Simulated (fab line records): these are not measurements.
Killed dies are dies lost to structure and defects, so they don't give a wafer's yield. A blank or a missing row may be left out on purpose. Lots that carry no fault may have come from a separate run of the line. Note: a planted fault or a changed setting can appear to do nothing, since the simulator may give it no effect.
2 desks looking at one fault    flow rit cmos    each desk has only its own numbers; what lay behind them comes last

## AT THE TOOL OWNER'S DESK: lpcvd-01
The tool's own readings at RIT_GATE_CVD_08 (deposits poly-Si from SiH4, target thk 250 nm, time 2220 s): means of the sampled wafers that have a number, for each lot that ran on this tool. The brackets show how far a lot's mean lies from the usual mean; more than 4 standard deviations puts the lot out of limits, marked OUT.
Columns: A = zone power centre pct at RIT_GATE_CVD_08, usual 26.9 %; B = zone power source pct at RIT_GATE_CVD_08, usual 12.3 %
lot   first seen here  A     B
L315  day 2 20:38      30.3  13.7
L317  day 3 02:27      29.9  13.7
L318  day 3 09:44      24.2  11.7
L321  day 3 21:55      23.9  11.7
L325  day 4 17:31      30.1  13.8
L326  day 5 03:42      30.4  13.8
L330  day 5 21:22      24.1  11.7
L331  day 6 00:07      24.2  11.6
L332  day 6 08:00      24.1  11.6
Result from this desk: across the 9 lots, nothing is out of limits.

## AT THE METROLOGY DESK
Lot by lot, what the gauges showed, no matter which tool ran the lot: averages of those sampled wafers that carry a number. The brackets show how far a lot's mean lies from the usual mean; more than 4 standard deviations puts the lot out of limits, marked OUT.
Columns: A = NWELL_OVL at RIT_NWELL_OVL_MEAS_06, usual 0.4 nm; B = NWELL_TW at RIT_NWELL_TW_MEAS_10, usual 2147; C = GATE_POLY_THK at RIT_GATE_THK_MEAS_09, usual 249.4 nm; D = SILICIDE_TI_RS at RIT_SILICIDE_RS_MEAS_02, usual 47.7 ohm/sq
lot   first seen here  A     B     C                D
L315  day 2 04:30      0.6   2162  247.8            47.0
L317  day 2 13:02      1.5   2128  248.4            47.0
L318  day 2 18:50      0.6   2121  250.0            47.4
L320  day 3 04:35      0.7   2126  249.1            48.2
L321  day 3 08:00      0.8   2124  249.4            47.7
L322  day 3 14:23      -1.2  2172  247.9            48.2
L323  day 3 18:24      -1.0  2167  249.3            47.0
L325  day 4 04:46      0.3   2164  244.4            48.3
L326  day 4 09:14      -2.2  2164  252.5            47.7
L328  day 4 20:20      0.7   2166  254.8            47.9
L329  day 4 23:38      0.2   2123  249.9            46.9
L330  day 5 06:36      -0.4  2180  386.6 (+53) OUT  -
L331  day 5 10:43      1.2   2176  383.3 (+51) OUT  -
L332  day 5 16:57      -0.4  2156  390.7 (+54) OUT  -
L333  day 5 20:28      -0.6  2158  251.1            47.9
Per this desk, out of limits: L330, L331, L332; the first was L330, day 5 23:00 (GATE_POLY_THK at RIT_GATE_THK_MEAS_09). L315, L317, L318, L320, L321, L322, L323, L325, L326, L328, L329, L333: within limits.

## PUT TOGETHER
The metrology desk could have raised an alarm at day 5 23:00, on L330, L331, L332.
Nothing out of limits was seen by the tool owner's desk.
On record at the tool owner's desk: L330, L331, L332, within its limits.
All the named lots went through RIT_GATE_CVD_08 on lpcvd-01.

## WHAT THE SIMULATOR HAD PUT IN
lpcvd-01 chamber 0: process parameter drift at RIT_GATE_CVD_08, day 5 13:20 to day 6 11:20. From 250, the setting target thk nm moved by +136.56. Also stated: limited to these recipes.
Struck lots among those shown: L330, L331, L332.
Per desk, hours elapsed from the start of the fault to the first reading out of limits: for the metrology desk, 10.
